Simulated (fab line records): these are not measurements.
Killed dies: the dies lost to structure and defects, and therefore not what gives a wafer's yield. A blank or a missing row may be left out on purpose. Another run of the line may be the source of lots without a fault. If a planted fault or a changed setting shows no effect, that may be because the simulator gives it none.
Which of the tools did it? || flow berkeleyCmos170 || 15 lots, 45 wafers sampled, at 3 steps of a route of 331

== WHAT THE GAUGES SHOWED, per wafer ==
UCB170_PWELL_THK_MEAS_03. Usual: for PWELL_OXIDE_THK the level is 27.0 nm and the standard deviation is 0.63.
{"lot": "L290", "measured": "day 2 19:15", "on": "filmMetro-01", "PWELL_OXIDE_THK (nm)": "25.8 25.6 26.2", "flag": ""}
{"lot": "L291", "measured": "day 3 02:51", "on": "filmMetro-01", "PWELL_OXIDE_THK (nm)": "26.7 27.0 27.3", "flag": ""}
{"lot": "L292", "measured": "day 3 02:52", "on": "filmMetro-02", "PWELL_OXIDE_THK (nm)": "27.4 27.6 27.2", "flag": ""}
{"lot": "L293", "measured": "day 3 09:25", "on": "filmMetro-01", "PWELL_OXIDE_THK (nm)": "27.0 26.7 26.8", "flag": ""}
{"lot": "L294", "measured": "day 3 17:22", "on": "filmMetro-02", "PWELL_OXIDE_THK (nm)": "26.5 25.9 25.8", "flag": ""}
{"lot": "L297", "measured": "day 4 06:23", "on": "filmMetro-02", "PWELL_OXIDE_THK (nm)": "27.3 27.0 26.8", "flag": ""}
{"lot": "L298", "measured": "day 4 11:59", "on": "filmMetro-02", "PWELL_OXIDE_THK (nm)": "28.1 27.7 28.3", "flag": ""}
{"lot": "L299", "measured": "day 4 11:59", "on": "filmMetro-01", "PWELL_OXIDE_THK (nm)": "28.2 28.4 28.5", "flag": ""}
{"lot": "L301", "measured": "day 5 06:06", "on": "filmMetro-02", "PWELL_OXIDE_THK (nm)": "27.6 27.4 27.5", "flag": ""}
{"lot": "L302", "measured": "day 5 16:23", "on": "filmMetro-04", "PWELL_OXIDE_THK (nm)": "27.5 27.0 27.2", "flag": ""}
{"lot": "L303", "measured": "day 5 16:23", "on": "filmMetro-02", "PWELL_OXIDE_THK (nm)": "26.9 27.0 26.9", "flag": ""}
{"lot": "L308", "measured": "day 6 12:26", "on": "filmMetro-01", "PWELL_OXIDE_THK (nm)": "25.9 26.1 25.8", "flag": ""}
{"lot": "L309", "measured": "day 6 12:25", "on": "filmMetro-04", "PWELL_OXIDE_THK (nm)": "26.2 26.5 26.1", "flag": ""}
{"lot": "L311", "measured": "day 7 09:03", "on": "filmMetro-02", "PWELL_OXIDE_THK (nm)": "27.7 27.8 28.1", "flag": ""}
{"lot": "L313", "measured": "day 7 17:05", "on": "filmMetro-02", "PWELL_OXIDE_THK (nm)": "26.8 27.2 27.1", "flag": ""}

UCB170_PLDD_CD_MEAS_06: target cd 1200 nm. Usual: cdNm at 1200.5 nm, with a standard deviation of 1.1.
{"lot": "L290", "measured": "day 6 03:28", "on": "cdSem-02", "cdNm (nm)": "1201.3 1200.0 1201.1", "flag": ""}
{"lot": "L291", "measured": "day 7 04:55", "on": "cdSem-01", "cdNm (nm)": "1200.4 1201.4 1201.6", "flag": ""}
{"lot": "L292", "measured": "day 7 04:53", "on": "cdSem-02", "cdNm (nm)": "1202.4 1199.6 1202.4", "flag": ""}
{"lot": "L293", "measured": "day 7 05:09", "on": "cdSem-01", "cdNm (nm)": "1201.1 1201.5 1201.5", "flag": ""}
{"lot": "L294", "measured": "day 7 17:40", "on": "cdSem-01", "cdNm (nm)": "1200.4 1200.1 1200.7", "flag": ""}
{"lot": "L297", "measured": "day 7 17:41", "on": "cdSem-02", "cdNm (nm)": "1199.6 1200.2 1200.5", "flag": ""}
{"lot": "L298", "measured": "day 7 21:47", "on": "cdSem-02", "cdNm (nm)": "1200.6 1199.2 1199.0", "flag": ""}
{"lot": "L299", "measured": "day 7 22:07", "on": "cdSem-01", "cdNm (nm)": "1200.4 1199.8 1200.1", "flag": ""}
{"lot": "L301", "measured": "day 8 23:50", "on": "cdSem-01", "cdNm (nm)": "1199.9 1198.5 1198.6", "flag": ""}
{"lot": "L302", "measured": "day 9 08:26", "on": "cdSem-01", "cdNm (nm)": "1202.4 1200.7 1200.8", "flag": ""}
{"lot": "L303", "measured": "day 9 08:09", "on": "cdSem-01", "cdNm (nm)": "1201.7 1200.6 1200.9", "flag": ""}
{"lot": "L308", "measured": "day 10 05:31", "on": "cdSem-01", "cdNm (nm)": "1200.8 1200.8 1200.1", "flag": ""}
{"lot": "L309", "measured": "day 10 05:46", "on": "cdSem-01", "cdNm (nm)": "1198.7 1200.2 1201.2", "flag": ""}
{"lot": "L311", "measured": "day 11 07:36", "on": "cdSem-02", "cdNm (nm)": "1200.5 1199.8 1200.9", "flag": ""}
{"lot": "L313", "measured": "day 11 06:45", "on": "cdSem-02", "cdNm (nm)": "1200.8 1201.0 1200.4", "flag": ""}

== WHICH TOOL RAN EACH LOT (tool, then ch and the chambers of the sampled wafers, then the start) ==
{"lot": "L290", "UCB170_NWELL_ETCH_13": "rieDiel-01 ch 1,3, day 2 09:33"}
{"lot": "L291", "UCB170_NWELL_ETCH_13": "rieDiel-03 ch 0,3, day 2 16:18"}
{"lot": "L292", "UCB170_NWELL_ETCH_13": "rieDiel-02 ch 0,3, day 2 16:29"}
{"lot": "L293", "UCB170_NWELL_ETCH_13": "rieDiel-01 ch 1,2,3, day 2 22:43"}
{"lot": "L294", "UCB170_NWELL_ETCH_13": "rieDiel-01 ch 1,2,3, day 3 07:34"}
{"lot": "L297", "UCB170_NWELL_ETCH_13": "rieDiel-03 ch 0,1, day 3 19:32"}
{"lot": "L298", "UCB170_NWELL_ETCH_13": "rieDiel-01 ch 0,2,3, day 4 03:33"}
{"lot": "L299", "UCB170_NWELL_ETCH_13": "rieDiel-03 ch 0,3, day 4 03:53"}
{"lot": "L301", "UCB170_NWELL_ETCH_13": "rieDiel-02 ch 1,2,3, day 4 20:24"}
{"lot": "L302", "UCB170_NWELL_ETCH_13": "rieDiel-02 ch 0,1,3, day 5 08:04"}
{"lot": "L303", "UCB170_NWELL_ETCH_13": "rieDiel-01 ch 0,2,3, day 5 08:19"}
{"lot": "L308", "UCB170_NWELL_ETCH_13": "rieDiel-03 ch 0,2,3, day 6 02:46"}
{"lot": "L309", "UCB170_NWELL_ETCH_13": "rieDiel-01 ch 0,1,3, day 6 03:05"}
{"lot": "L311", "UCB170_NWELL_ETCH_13": "rieDiel-01 ch 0,2,3, day 6 23:16"}
{"lot": "L313", "UCB170_NWELL_ETCH_13": "rieDiel-01 ch 0,1,3, day 7 07:38"}
- UCB170_NWELL_ETCH_13: etches Si3N4 in CH3F/Ar/O2, stops on SiO2, target depth 246.4 nm, time 154 s.

== AS READ BY THE TOOLS THEMSELVES (means over the sampled wafers that have a number; for cases with no such wafer, the mark the record gives instead) ==
UCB170_NWELL_ETCH_13. Usual: drypumpMotorCurrentA 5.9 A, standard deviation 0.41; oesProductAu 0.943 a.u., standard deviation 0.013; throttleValvePct 8.11 %, standard deviation 0.1.
{"lot": "L290", "tool": "rieDiel-01", "drypumpMotorCurrentA (A)": 6.2, "oesProductAu (a.u.)": 0.948, "throttleValvePct (%)": 8.12, "flag": ""}
{"lot": "L291", "tool": "rieDiel-03", "drypumpMotorCurrentA (A)": 6.2, "oesProductAu (a.u.)": 0.932, "throttleValvePct (%)": 8.04, "flag": ""}
{"lot": "L292", "tool": "rieDiel-02", "drypumpMotorCurrentA (A)": 5.6, "oesProductAu (a.u.)": 0.935, "throttleValvePct (%)": 8.08, "flag": ""}
{"lot": "L293", "tool": "rieDiel-01", "drypumpMotorCurrentA (A)": 6.1, "oesProductAu (a.u.)": 0.951, "throttleValvePct (%)": 8.16, "flag": ""}
{"lot": "L294", "tool": "rieDiel-01", "drypumpMotorCurrentA (A)": 6.1, "oesProductAu (a.u.)": 0.942, "throttleValvePct (%)": 8.14, "flag": ""}
{"lot": "L297", "tool": "rieDiel-03", "drypumpMotorCurrentA (A)": 6.4, "oesProductAu (a.u.)": 0.937, "throttleValvePct (%)": 8.11, "flag": ""}
{"lot": "L298", "tool": "rieDiel-01", "drypumpMotorCurrentA (A)": 6.0, "oesProductAu (a.u.)": 0.948, "throttleValvePct (%)": 8.13, "flag": ""}
{"lot": "L299", "tool": "rieDiel-03", "drypumpMotorCurrentA (A)": 6.2, "oesProductAu (a.u.)": 0.932, "throttleValvePct (%)": 8.04, "flag": ""}
{"lot": "L301", "tool": "rieDiel-02", "drypumpMotorCurrentA (A)": 5.5, "oesProductAu (a.u.)": 0.944, "throttleValvePct (%)": 8.11, "flag": ""}
{"lot": "L302", "tool": "rieDiel-02", "drypumpMotorCurrentA (A)": 5.3, "oesProductAu (a.u.)": 0.937, "throttleValvePct (%)": 8.05, "flag": ""}
{"lot": "L303", "tool": "rieDiel-01", "drypumpMotorCurrentA (A)": 6.0, "oesProductAu (a.u.)": 0.951, "throttleValvePct (%)": 8.13, "flag": ""}
{"lot": "L308", "tool": "rieDiel-03", "drypumpMotorCurrentA (A)": 5.9, "oesProductAu (a.u.)": 0.925, "throttleValvePct (%)": 8.04, "flag": ""}
{"lot": "L309", "tool": "rieDiel-01", "drypumpMotorCurrentA (A)": 6.1, "oesProductAu (a.u.)": 0.940, "throttleValvePct (%)": 8.10, "flag": ""}
{"lot": "L311", "tool": "rieDiel-01", "drypumpMotorCurrentA (A)": 6.0, "oesProductAu (a.u.)": 0.954, "throttleValvePct (%)": 8.14, "flag": ""}
{"lot": "L313", "tool": "rieDiel-01", "drypumpMotorCurrentA (A)": 6.2, "oesProductAu (a.u.)": 0.957, "throttleValvePct (%)": 8.09, "flag": ""}

== THE ANSWER, worked out from the rows above alone ==
Rule: lot off if the mean of its wafers having a number is beyond 3 standard deviations from the usual mean. Also off: a lot with no number at a reading for which 4 or more lots have one. Any other lot the step has rows for is counted as sound. Order of review: gauges by route order, followed by the tools' own readings, for which a lot's mean as printed above is used. The first step at which some lot is off is used, and at that step the reading that is off furthest; a lot without a number counts as furthest.
Across all readings shown, no lot is off: no conclusion can be drawn from this.

== WHAT THE SIMULATOR PUT IN ==
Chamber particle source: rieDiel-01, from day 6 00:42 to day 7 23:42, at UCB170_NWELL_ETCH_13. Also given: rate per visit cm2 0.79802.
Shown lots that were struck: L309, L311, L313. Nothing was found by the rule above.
